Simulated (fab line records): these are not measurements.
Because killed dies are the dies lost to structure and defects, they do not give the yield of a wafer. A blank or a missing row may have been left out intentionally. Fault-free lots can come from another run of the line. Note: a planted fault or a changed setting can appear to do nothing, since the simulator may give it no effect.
A sampling plan put to the test | flow berkeley-cmos170 | one line in one fab, 35 faults in these records, each fault weighed on the records of the lots it struck
What counts as the plan is the set of the line's own looks, namely the steps on the route at which a gauge or an inspection reads a wafer and does not change it. Where struck wafers have a number at a look and the file lists that look's usual mean and standard deviation on fault-free wafers, the look can be judged. Caught: at a look after the fault's first step, the mean of the struck wafers lies 4 or more of those standard deviations (sigma) from the usual mean. On the tool: here the same test is run on the tool's own readings at the fault's steps. A different recipe on the struck wafers counts as caught too, as does a record blank only for those wafers.

THE FAULTS, as the simulator had put them in
1. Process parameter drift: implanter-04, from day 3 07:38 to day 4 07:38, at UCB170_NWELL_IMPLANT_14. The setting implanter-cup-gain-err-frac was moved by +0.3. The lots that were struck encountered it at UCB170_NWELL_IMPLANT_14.
2. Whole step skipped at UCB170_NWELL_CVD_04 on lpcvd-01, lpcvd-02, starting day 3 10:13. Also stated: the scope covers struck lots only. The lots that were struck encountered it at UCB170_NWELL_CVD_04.
3. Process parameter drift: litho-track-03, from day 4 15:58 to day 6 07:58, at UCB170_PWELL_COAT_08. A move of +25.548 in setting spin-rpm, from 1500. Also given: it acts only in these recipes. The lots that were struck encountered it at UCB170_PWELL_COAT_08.
4. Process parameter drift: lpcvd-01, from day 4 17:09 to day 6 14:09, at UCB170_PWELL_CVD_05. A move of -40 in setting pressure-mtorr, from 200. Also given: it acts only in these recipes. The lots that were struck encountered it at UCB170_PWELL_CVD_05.
5. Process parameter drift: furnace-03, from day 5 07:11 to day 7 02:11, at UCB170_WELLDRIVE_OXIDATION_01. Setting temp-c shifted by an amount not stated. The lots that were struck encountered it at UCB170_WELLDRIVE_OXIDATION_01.
6. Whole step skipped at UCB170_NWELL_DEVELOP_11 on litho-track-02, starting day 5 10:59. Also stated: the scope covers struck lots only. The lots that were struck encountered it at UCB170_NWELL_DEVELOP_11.
7. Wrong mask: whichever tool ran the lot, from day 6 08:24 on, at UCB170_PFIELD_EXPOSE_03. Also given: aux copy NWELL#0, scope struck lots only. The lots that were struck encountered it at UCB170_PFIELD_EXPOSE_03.
8. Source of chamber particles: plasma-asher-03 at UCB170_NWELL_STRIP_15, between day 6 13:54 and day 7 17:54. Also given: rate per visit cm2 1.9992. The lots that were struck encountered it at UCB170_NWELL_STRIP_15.
9. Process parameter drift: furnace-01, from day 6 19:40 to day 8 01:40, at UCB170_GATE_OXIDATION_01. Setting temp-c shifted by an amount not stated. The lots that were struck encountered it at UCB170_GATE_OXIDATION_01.
10. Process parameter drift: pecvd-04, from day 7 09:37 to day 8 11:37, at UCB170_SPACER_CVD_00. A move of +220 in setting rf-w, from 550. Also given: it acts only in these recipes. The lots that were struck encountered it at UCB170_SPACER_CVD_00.
11. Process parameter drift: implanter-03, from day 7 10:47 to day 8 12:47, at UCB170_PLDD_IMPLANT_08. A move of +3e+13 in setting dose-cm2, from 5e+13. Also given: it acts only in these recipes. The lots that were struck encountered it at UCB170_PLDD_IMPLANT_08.
12. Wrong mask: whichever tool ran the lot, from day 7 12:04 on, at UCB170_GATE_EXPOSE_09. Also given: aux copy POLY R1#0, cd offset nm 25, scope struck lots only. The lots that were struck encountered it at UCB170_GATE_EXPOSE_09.
13. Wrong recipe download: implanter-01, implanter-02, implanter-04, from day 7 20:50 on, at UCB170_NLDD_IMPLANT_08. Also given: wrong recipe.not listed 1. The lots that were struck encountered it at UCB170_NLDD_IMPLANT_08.
14. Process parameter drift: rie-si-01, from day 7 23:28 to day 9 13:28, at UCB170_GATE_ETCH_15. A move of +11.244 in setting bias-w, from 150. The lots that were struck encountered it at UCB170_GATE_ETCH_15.
15. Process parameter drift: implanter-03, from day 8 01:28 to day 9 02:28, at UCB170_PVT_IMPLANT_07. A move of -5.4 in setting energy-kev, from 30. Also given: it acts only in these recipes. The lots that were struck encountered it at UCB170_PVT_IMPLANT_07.
16. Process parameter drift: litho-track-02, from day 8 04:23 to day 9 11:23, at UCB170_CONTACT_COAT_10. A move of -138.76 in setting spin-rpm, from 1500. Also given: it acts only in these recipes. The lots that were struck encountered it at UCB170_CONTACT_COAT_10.
17. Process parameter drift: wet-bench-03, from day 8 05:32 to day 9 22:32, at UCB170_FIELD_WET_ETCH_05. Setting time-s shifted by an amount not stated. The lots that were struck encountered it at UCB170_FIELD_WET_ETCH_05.
18. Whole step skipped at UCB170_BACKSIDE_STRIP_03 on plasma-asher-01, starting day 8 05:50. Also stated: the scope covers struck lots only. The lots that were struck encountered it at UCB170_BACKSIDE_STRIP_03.
19. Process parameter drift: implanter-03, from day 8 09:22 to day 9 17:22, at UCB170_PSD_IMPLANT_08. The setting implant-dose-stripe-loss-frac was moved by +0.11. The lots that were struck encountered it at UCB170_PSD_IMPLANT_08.
20. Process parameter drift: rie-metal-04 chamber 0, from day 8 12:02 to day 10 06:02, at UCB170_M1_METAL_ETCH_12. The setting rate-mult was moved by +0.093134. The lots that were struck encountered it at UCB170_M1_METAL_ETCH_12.
21. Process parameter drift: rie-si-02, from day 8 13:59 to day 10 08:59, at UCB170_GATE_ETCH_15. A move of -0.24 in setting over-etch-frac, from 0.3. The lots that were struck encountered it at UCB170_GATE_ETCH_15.
22. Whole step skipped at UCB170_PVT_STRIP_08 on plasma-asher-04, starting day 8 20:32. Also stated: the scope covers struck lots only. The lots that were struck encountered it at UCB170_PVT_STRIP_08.
23. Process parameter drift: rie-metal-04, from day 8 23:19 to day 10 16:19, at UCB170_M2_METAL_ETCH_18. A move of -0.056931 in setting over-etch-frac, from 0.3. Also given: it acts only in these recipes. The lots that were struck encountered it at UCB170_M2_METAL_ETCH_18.
24. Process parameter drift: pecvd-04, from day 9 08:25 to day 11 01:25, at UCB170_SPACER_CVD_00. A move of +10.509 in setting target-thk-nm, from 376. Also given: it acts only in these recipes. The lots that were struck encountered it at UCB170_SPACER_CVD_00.
25. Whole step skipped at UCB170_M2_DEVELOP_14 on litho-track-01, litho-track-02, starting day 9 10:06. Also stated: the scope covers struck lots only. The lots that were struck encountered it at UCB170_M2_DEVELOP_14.
26. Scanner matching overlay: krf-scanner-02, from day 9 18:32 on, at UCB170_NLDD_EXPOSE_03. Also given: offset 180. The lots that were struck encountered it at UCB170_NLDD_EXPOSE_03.
27. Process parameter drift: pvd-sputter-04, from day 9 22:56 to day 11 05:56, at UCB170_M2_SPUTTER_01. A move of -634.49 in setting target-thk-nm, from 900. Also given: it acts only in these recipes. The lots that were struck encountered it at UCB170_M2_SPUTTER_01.
28. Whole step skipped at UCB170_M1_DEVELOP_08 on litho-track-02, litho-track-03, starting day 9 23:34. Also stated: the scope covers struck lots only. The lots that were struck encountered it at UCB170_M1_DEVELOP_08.
29. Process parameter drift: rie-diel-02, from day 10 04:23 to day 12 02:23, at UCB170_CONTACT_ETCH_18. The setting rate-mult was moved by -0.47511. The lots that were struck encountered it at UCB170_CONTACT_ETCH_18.
30. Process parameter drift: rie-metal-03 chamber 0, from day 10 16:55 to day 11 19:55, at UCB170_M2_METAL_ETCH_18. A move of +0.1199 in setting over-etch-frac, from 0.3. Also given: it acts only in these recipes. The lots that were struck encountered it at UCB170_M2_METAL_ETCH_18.
31. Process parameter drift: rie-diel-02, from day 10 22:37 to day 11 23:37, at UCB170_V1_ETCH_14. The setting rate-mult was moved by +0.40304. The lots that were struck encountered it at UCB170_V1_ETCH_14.
32. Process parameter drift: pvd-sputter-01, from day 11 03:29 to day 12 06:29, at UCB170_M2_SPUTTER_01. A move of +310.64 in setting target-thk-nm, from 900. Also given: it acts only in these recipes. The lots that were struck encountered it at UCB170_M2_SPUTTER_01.
33. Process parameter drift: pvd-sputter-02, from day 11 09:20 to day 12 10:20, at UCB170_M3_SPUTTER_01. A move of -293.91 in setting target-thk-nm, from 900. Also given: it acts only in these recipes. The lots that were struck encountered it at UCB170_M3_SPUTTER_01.
34. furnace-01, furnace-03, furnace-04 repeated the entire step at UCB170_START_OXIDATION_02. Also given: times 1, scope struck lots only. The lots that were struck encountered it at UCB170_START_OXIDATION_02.
35. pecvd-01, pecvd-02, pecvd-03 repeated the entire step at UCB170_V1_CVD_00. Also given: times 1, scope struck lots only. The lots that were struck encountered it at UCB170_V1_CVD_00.

WHAT THE PLAN SAW
fault | on the tool itself                               | first look that catches it                      | reading, sigma                                                      | median hours from its first step to that look | hours from the fault's start to the first struck lot there | judged looks passed uncaught
1     | faraday-current-uA +14 sigma                     | UCB170_NWELL_TW_MEAS_16                         | NWELL_TW -11                                                        | 0.2                                           | 2                                                          | 0
2     | the tool's record is blank for the struck wafers | no look after it can be judged                  | -                                                                   | -                                             | -                                                          | 0
3     | spin-speed-rpm +28 sigma                         | not the one look that can be judged after it    | -                                                                   | -                                             | -                                                          | 1
4     | pressure-mtorr -99 or beyond sigma               | UCB170_PWELL_THK_MEAS_06                        | PWELL_NITRIDE_THK -7.0                                              | 1.9                                           | 10                                                         | 0
5     | spike-tc-centre-C -12 sigma                      | UCB170_WELLDRIVE_THK_MEAS_02                    | WELLDRIVE_OXIDE_THK -5.0                                            | 3.5                                           | 11                                                         | 0
6     | no reading that can be judged                    | no look after it can be judged                  | -                                                                   | -                                             | -                                                          | 0
7     | under 2 sigma                                    | UCB170_PFIELD_TW_MEAS_09                        | PFIELD_TW -99 or beyond                                             | 0.9                                           | 9                                                          | 0
8     | under 2 sigma                                    | no look after it can be judged                  | -                                                                   | -                                             | -                                                          | 0
9     | tube-center-temp-C -99 or beyond sigma           | UCB170_GATE_THK_MEAS_02                         | GATE_OXIDE_THK -9.2                                                 | 1.5                                           | 7                                                          | 0
10    | rf-fwd-power-W +99 or beyond sigma               | UCB170_SPACER_THK_MEAS_01                       | SPACER_TEOS_THK +9.3                                                | 0.0                                           | 5                                                          | 0
11    | dose-ions-cm2 +99 or beyond sigma                | UCB170_PLDD_TW_MEAS_11                          | PLDD_TW +11                                                         | 0.4                                           | 1                                                          | 0
12    | under 2 sigma                                    | UCB170_GATE_CD_MEAS_12                          | cd-nm +23                                                           | 0.9                                           | 5                                                          | 0
13    | no reading that can be judged                    | UCB170_NLDD_TW_MEAS_11                          | NLDD_TW -14                                                         | 0.4                                           | 0                                                          | 0
14    | bias-w +24 sigma                                 | no look after it can be judged                  | -                                                                   | -                                             | -                                                          | 0
15    | beam-energy-keV -99 or beyond sigma              | UCB170_PVT_TW_MEAS_09                           | PVT_TW -5.4                                                         | 0.2                                           | 9                                                          | 0
16    | spin-speed-rpm -99 or beyond sigma               | none of the 2 looks that can be judged after it | -                                                                   | -                                             | -                                                          | 2
17    | run-length-s +99 or beyond sigma                 | not the one look that can be judged after it    | strongest: FIELD_OXIDE_LEFT_1_THK at UCB170_FIELD_THK_MEAS_90, -2.2 | -                                             | -                                                          | 1
18    | no reading that can be judged                    | no look after it can be judged                  | -                                                                   | -                                             | -                                                          | 0
19    | no reading that can be judged                    | none of the 2 looks that can be judged after it | strongest: PSD_RS at UCB170_SDANNEAL_RS_MEAS_02, +3.5               | -                                             | -                                                          | 2
20    | under 2 sigma                                    | no look after it can be judged                  | -                                                                   | -                                             | -                                                          | 0
21    | oes-product-au +7.4 sigma                        | no look after it can be judged                  | -                                                                   | -                                             | -                                                          | 0
22    | no reading that can be judged                    | not the one look that can be judged after it    | -                                                                   | -                                             | -                                                          | 1
23    | under 2 sigma                                    | not the one look that can be judged after it    | -                                                                   | -                                             | -                                                          | 1
24    | under 2 sigma                                    | none of the 3 looks that can be judged after it | strongest: SPACER_TEOS_THK at UCB170_SPACER_THK_MEAS_01, +2.9       | -                                             | -                                                          | 3
25    | no reading that can be judged                    | no look after it can be judged                  | -                                                                   | -                                             | -                                                          | 0
26    | no reading that can be judged                    | UCB170_NLDD_OVL_MEAS_07                         | NLDD_OVL +32                                                        | 1.1                                           | 8                                                          | 0
27    | under 2 sigma                                    | UCB170_M2_RS_MEAS_02                            | M2_AL_RS +99 or beyond                                              | 0.1                                           | 8                                                          | 0
28    | no reading that can be judged                    | no look after it can be judged                  | -                                                                   | -                                             | -                                                          | 0
29    | oes-product-au -13 sigma                         | no look after it can be judged                  | -                                                                   | -                                             | -                                                          | 0
30    | only faintly: oes-product-au -3.7 sigma          | no look after it can be judged                  | -                                                                   | -                                             | -                                                          | 0
31    | under 2 sigma                                    | not the one look that can be judged after it    | -                                                                   | -                                             | -                                                          | 1
32    | under 2 sigma                                    | UCB170_M2_RS_MEAS_02                            | M2_AL_RS -23                                                        | 0.1                                           | 14                                                         | 0
33    | under 2 sigma                                    | UCB170_M3_RS_MEAS_02                            | M3_AL_RS +40                                                        | 0.1                                           | 13                                                         | 0
34    | under 2 sigma                                    | UCB170_START_THK_MEAS_03                        | START_OXIDE_THK +31                                                 | 5.8                                           | -                                                          | 0
35    | under 2 sigma                                    | UCB170_V1_THK_MEAS_01                           | V1_TEOS_THK +83                                                     | 0.5                                           | -                                                          | 0
A dash: the fault isn't caught, or these records don't give the number.

Caught at a look: 16 of 35. Caught on the tool: 14 of 35. By one or the other: 23 of 35.
Caught on the tool alone: faults 2, 3, 14, 16, 17, 21, 29.
Caught at a look alone: faults 7, 12, 13, 26, 27, 32, 33, 34, 35.
Caught by neither: faults 6, 8, 18, 19, 20, 22, 23, 24, 25, 28, 30, 31.

THINNER SAMPLING
In the worst case, this is how late the first struck lot would be measured if the look that catches a fault measured only every second or every third lot, by lot number:
fault | struck lots at that look, in order of time | every lot | every second lot | every third lot
1     | L423, L425                                 | 2 h       | may miss all 2   | may miss all 2
4     | L731, L733                                 | 10 h      | may miss all 2   | may miss all 2
5     | L879, L880                                 | 11 h      | 11 h             | may miss all 2
7     | L818                                       | 9 h       | may miss it      | may miss it
9     | L372, L371, L373, L370                     | 7 h       | 7 h              | 7 h
10    | L788, L790                                 | 5 h       | may miss all 2   | may miss all 2
11    | L749, L752                                 | 1 h       | 9 h              | may miss all 2
12    | L206                                       | 5 h       | may miss it      | may miss it
13    | L870, L868, L869, L871                     | 0 h       | 1 h              | 1 h
15    | L363, L365                                 | 9 h       | may miss all 2   | may miss all 2
26    | L621, L623, L622                           | 8 h       | 22 h             | 22 h
27    | L728, L730                                 | 8 h       | may miss all 2   | may miss all 2
32    | L955, L956                                 | 14 h      | 15 h             | may miss all 2
33    | L601, L603                                 | 13 h      | may miss all 2   | may miss all 2
Hours are from the fault's start to the first struck lot that is measured. Since the struck wafers were tested as one group against 4 sigma, a single lot by itself may lie under the limit. Other struck lots may not be in these records.

THE LONGEST TIMED WAY FROM STEP TO LOOK
Fault 34: a median of 5.8 hours passes between UCB170_START_OXIDATION_02 and UCB170_START_THK_MEAS_03. No look between them can be judged.
